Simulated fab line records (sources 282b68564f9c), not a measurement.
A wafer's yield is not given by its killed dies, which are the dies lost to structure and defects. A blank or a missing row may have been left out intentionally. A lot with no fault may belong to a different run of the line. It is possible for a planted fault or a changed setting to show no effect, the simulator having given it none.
Which of the tools did it? ; flow rit-cmos ; 13 lots with 39 wafers sampled at 2 steps, on a route of 202 steps

WHAT THE GAUGES SHOWED, per wafer
RIT_GATE_CD_MEAS_16 targets a cd of 150 nm. Usual: cd-nm 151.2 nm, standard deviation 2.5.
lot;measured;on;cd-nm (nm);flag
L589;day 2 21:56;cd-sem-02;149.2 151.8 150.6;
L590;day 2 23:07;cd-sem-01;149.4 150.8 149.9;
L591;day 3 03:56;cd-sem-02;153.1 154.0 153.0;
L592;day 3 05:35;cd-sem-01;154.7 152.9 153.1;
L593;day 3 09:43;cd-sem-01;152.1 149.6 153.1;
L594;day 3 15:40;cd-sem-02;156.4 153.6 151.9;
L595;day 3 19:38;cd-sem-02;151.3 150.6 152.4;
L596;day 3 23:14;cd-sem-01;148.4 148.1 146.7;
L598;day 4 08:58;cd-sem-01;153.9 152.0 152.0;
L599;day 4 14:26;cd-sem-02;167.3 167.7 166.1;OFF
L601;day 5 00:42;cd-sem-02;151.7 153.3 153.4;
L604;day 5 14:58;cd-sem-02;166.6 168.1 167.9;OFF
L608;day 6 11:18;cd-sem-02;149.6 151.8 149.8;

WHAT TOOL EACH LOT RAN ON (gives the tool, then ch and the chambers of the sampled wafers, and finally the start)
lot;RIT_GATE_DEVELOP_15
L589;litho-track-03 ch 0, day 2 21:00
L590;litho-track-04 ch 0, day 2 22:00
L591;litho-track-01 ch 0, day 3 03:00
L592;litho-track-01 ch 0, day 3 05:00
L593;litho-track-04 ch 0, day 3 09:00
L594;litho-track-04 ch 0, day 3 15:00
L595;litho-track-03 ch 0, day 3 19:00
L596;litho-track-01 ch 0, day 3 23:00
L598;litho-track-04 ch 0, day 4 08:00
L599;litho-track-04 ch 0, day 4 14:00
L601;litho-track-01 ch 0, day 5 00:00
L604;litho-track-04 ch 0, day 5 14:00
L608;litho-track-01 ch 0, day 6 11:00
- RIT_GATE_DEVELOP_15: develop time 50 s.

WHAT THE TOOLS THEMSELVES READ (means of the sampled wafers that have a number; where no wafer has one, the mark that the record gives instead)
RIT_GATE_DEVELOP_15. Usual: developer-temp-C 23.00 C, standard deviation 0.11.
lot;tool;developer-temp-C (C);flag
L589;litho-track-03;23.00;
L590;litho-track-04;23.06;
L591;litho-track-01;22.96;
L592;litho-track-01;23.07;
L593;litho-track-04;22.95;
L594;litho-track-04;23.02;
L595;litho-track-03;22.88;
L596;litho-track-01;22.96;
L598;litho-track-04;23.04;
L599;litho-track-04;25.36;OFF
L601;litho-track-01;23.02;
L604;litho-track-04;25.33;OFF
L608;litho-track-01;23.04;

THE ANSWER, worked out from the rows above alone
Rule: take the mean of a lot's wafers that have a number; if it is more than 3 standard deviations from the usual mean, the lot is off. Also off: a lot with no number at a reading for which 4 or more lots have one. Any other lot the step has rows for is counted as sound. First the gauges in route order, then the tools' own readings, where a lot's mean is used as printed above. The first step at which some lot is off is used, and at that step the reading that is off furthest; a lot without a number counts as furthest.
Off: L599, L604, at RIT_GATE_CD_MEAS_16 (cd-nm).
A tool fits if, at a process step before that reading, it ran every lot that is off, and no sound lot after the first of them. Not tried: the gauges at RIT_GATE_CD_MEAS_16; whatever is off there is also off at RIT_GATE_DEVELOP_15, on other tools, and gauge error can't account for it. One fits: litho-track-04 at RIT_GATE_DEVELOP_15. A fault onset in the window from L598 (day 4 08:00, its last sound lot) to L599 (day 4 14:00, its first lot off) fits.
On the lots that are off, the tool's own readings at RIT_GATE_DEVELOP_15 differ by more than 5 times the standard deviation of the sound lots' means, which bears it out; developer-temp-C reads 25.34 C there versus 23.00 C on the sound lots.

WHAT HAD BEEN PUT IN BY THE SIMULATOR
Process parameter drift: litho-track-04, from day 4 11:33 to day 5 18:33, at RIT_GATE_DEVELOP_15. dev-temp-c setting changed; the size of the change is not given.
Lots struck among those shown: L599, L604. The rule given above showed the same thing.
